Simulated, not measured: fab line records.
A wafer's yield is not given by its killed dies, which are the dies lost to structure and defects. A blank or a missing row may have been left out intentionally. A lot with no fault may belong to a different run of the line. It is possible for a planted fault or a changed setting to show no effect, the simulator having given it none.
fab line records ; flow rit-cmos
[record] lots = 13; wafers = 39; last-day = 7
route steps=202 shown GATE@89 M1@202
lots that met no fault: taken from a fault-free run of the same line
start-h: start of the lot's first displayed wafer, in hours after the record's first day ; wait-h: hours from the lot's prior step to this one ; " the same as in the row above ; L1.1+2: one row covering several wafers at once ; - value missing, or start not given ; * or withheld: withheld ; < > ~ a bound
route shown NAME@n: names a module that has steps shown in the file, with the first one's number in the route ; usual: mean and standard deviation over wafers with no fault ; same: alike in all rows ; chamber/n: place in a boat ; sites: readings site by site ; _std_site: the standard deviation of these ; _edge_site: mean of outer sites minus mean of inner sites ; radius-mm: how far each site lies from the wafer's centre ; mask NAME#n: copy n ; behind: the most recent tool/chamber to have shaped the wafer ; hold: reason for holding the lot/hours on hold/outcome of the hold ; device: the n, p or np transistor that did not switch ; end of line: at the end of the route, the tests of the same wafers ; where a step has no rows: the recipe by itself ; killed: the dies lost at the first sort to structure and to defects; this is not the yield of the wafer ; map: shows each die of a wafer: x if killed, . if not, _ if none is there
set.NAME: the run value of the setting; set.NAME@STEP: its run value at that earlier step ; model.NAME: the simulator's own value behind a step, which no gauge read
one table for each step of the route and one row for each wafer, over a sample of lots
services: a tool's chamber out of use, with start hour (start-h, from the record's first day; less than 0 if before it), hours out, and reason
[[steps]]
[step RIT_GATE_EXPOSE_13]
[recipe] mask-id = M6; na = 0.6; source-shape = conventional; sigma-outer = 0.6; target-cd-nm = 150; dose-mj = 380
[same] sigma-outer = 0.6
lot.wafer;tool;chamber;start-h;wait-h;mask
L567.2+5+6;iline-stepper-01;0;53.60;0.4;M6#0
L568.2+3+6;iline-stepper-02;0;58.46;0.2;M6#0
L569.4+5+6;iline-stepper-02;0;69.90;0.1;M6#0
L570.3+4+6;iline-stepper-01;0;75.03;0.2;M6#0
L574.2+3+6;iline-stepper-02;0;93.20;0.2;M6#0
L575.1+3+4;iline-stepper-02;0;93.30;0.2;M6#0
L578.1+5+6;iline-stepper-01;0;112.33;0.2;M6#0
L577.1+2+6;iline-stepper-01;0;112.45;0.4;M6_R1#0
L581.3+4+5;iline-stepper-01;0;123.00;5.5;M6#0
L583.2+3+6;iline-stepper-01;0;132.50;0.2;M6#0
L588.1+3+6;iline-stepper-01;0;145.88;0.4;M6#0
L589.3+5+6;iline-stepper-02;0;154.55;0.2;M6#0
L590.1+2+3;iline-stepper-01;0;156.34;0.2;M6#0
[step RIT_GATE_CD_MEAS_16]
[recipe] target-cd-nm = 150
[usual] cd-nm = 149.7/2.3
lot.wafer;tool;chamber;start-h;wait-h;cd-nm
L567.2;cd-sem-01;-;54.00;-;151.3
L567.5;cd-sem-01;-;54.00;-;150.9
L567.6;cd-sem-01;-;54.00;-;149.4
L568.2;cd-sem-02;-;58.86;-;149.3
L568.3;cd-sem-02;-;58.86;-;149.3
L568.6;cd-sem-02;-;58.86;-;149.7
L569.4;cd-sem-01;-;70.57;-;150.8
L569.5;cd-sem-01;-;70.57;-;146.7
L569.6;cd-sem-01;-;70.57;-;150.4
L570.3;cd-sem-02;-;75.43;-;151.1
L570.4;cd-sem-02;-;75.43;-;149.6
L570.6;cd-sem-02;-;75.43;-;151.9
L574.2;cd-sem-01;-;93.60;-;146.0
L574.3;cd-sem-01;-;93.60;-;145.4
L574.6;cd-sem-01;-;93.60;-;148.4
L575.1;cd-sem-02;-;93.70;-;149.0
L575.3;cd-sem-02;-;93.70;-;149.8
L575.4;cd-sem-02;-;93.70;-;148.4
L578.1;cd-sem-02;-;112.94;-;149.8
L578.5;cd-sem-02;-;112.94;-;147.4
L578.6;cd-sem-02;-;112.94;-;149.8
L577.1;cd-sem-01;-;113.20;-;138.0
L577.2;cd-sem-01;-;113.20;-;136.9
L577.6;cd-sem-01;-;113.20;-;138.4
L581.3;cd-sem-02;-;123.55;-;152.0
L581.4;cd-sem-02;-;123.55;-;148.7
L581.5;cd-sem-02;-;123.55;-;150.5
L583.2;cd-sem-02;-;133.10;-;152.8
L583.3;cd-sem-02;-;133.10;-;152.7
L583.6;cd-sem-02;-;133.10;-;149.9
L588.1;cd-sem-02;-;146.28;-;149.2
L588.3;cd-sem-02;-;146.28;-;149.0
L588.6;cd-sem-02;-;146.28;-;152.3
L589.3;cd-sem-02;-;154.95;-;150.2
L589.5;cd-sem-02;-;154.95;-;150.1
L589.6;cd-sem-02;-;154.95;-;151.5
L590.1;cd-sem-01;-;156.80;-;149.9
L590.2;cd-sem-01;-;156.80;-;151.0
L590.3;cd-sem-01;-;156.80;-;149.4
[step RIT_M1_PROBE_99]
[usual] killed-at-contacts = 0.1/0.25; killed-at-front-end = 7/3.1; killed-dies = 7/3.2; killed-open = 3.3/2; killed-short = 3.5/2
[same] gross-dies = 264; killed_at_M0_to_M3 = 0; killed_at_M4_up = 0; killed-at-back-side = 0; killed-at-other = 0
lot.wafer;tool;chamber;start-h;wait-h;killed-at-contacts;killed-at-front-end;killed-dies;killed-open;killed-short
L577.1;prober-01;-;135.94;0.1;1;6;7;1;5
// killed by level:class
L577.1 GATE:geometric-particle:short=3 SPACER:geometric-particle:short=2 CONTACT:geometric-particle:open=1 GATE:area-expose=1
[[services]]
tool;chamber;start-h;hours;kind
iline-stepper-01;-;69.13;1.7;pm
iline-stepper-01;-;76.64;28.9;pm
iline-stepper-02;-;122.96;8.9;pm
iline-stepper-02;-;131.85;1.7;pm
[[key]]
[first-sign] step = RIT_GATE_EXPOSE_13; reading = mask; direction = changed
[effect] step = RIT_GATE_CD_MEAS_16; reading = cd-nm; direction = down; sigmas = 5.2; usual = 149.7; struck = 137.7
met-at RIT_GATE_EXPOSE_13
struck-lots L577
tester-left-out L577
onset-between 112.33 112.45
[fault] kind = wrong-mask; tool = any; chamber = -; onset-h = 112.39; steps = RIT_GATE_EXPOSE_13; aux-copy = M6_R1#0; cd-offset-nm = -12; scope = struck-lots-only
// tester-left-out: of these lots the tester's yield and bins aren't shown, on N5 and GAA mostly nor the transistor test; their killed dies are dies lost to structure and defects alone, not to doping, threshold or leakage, so they don't give the yield
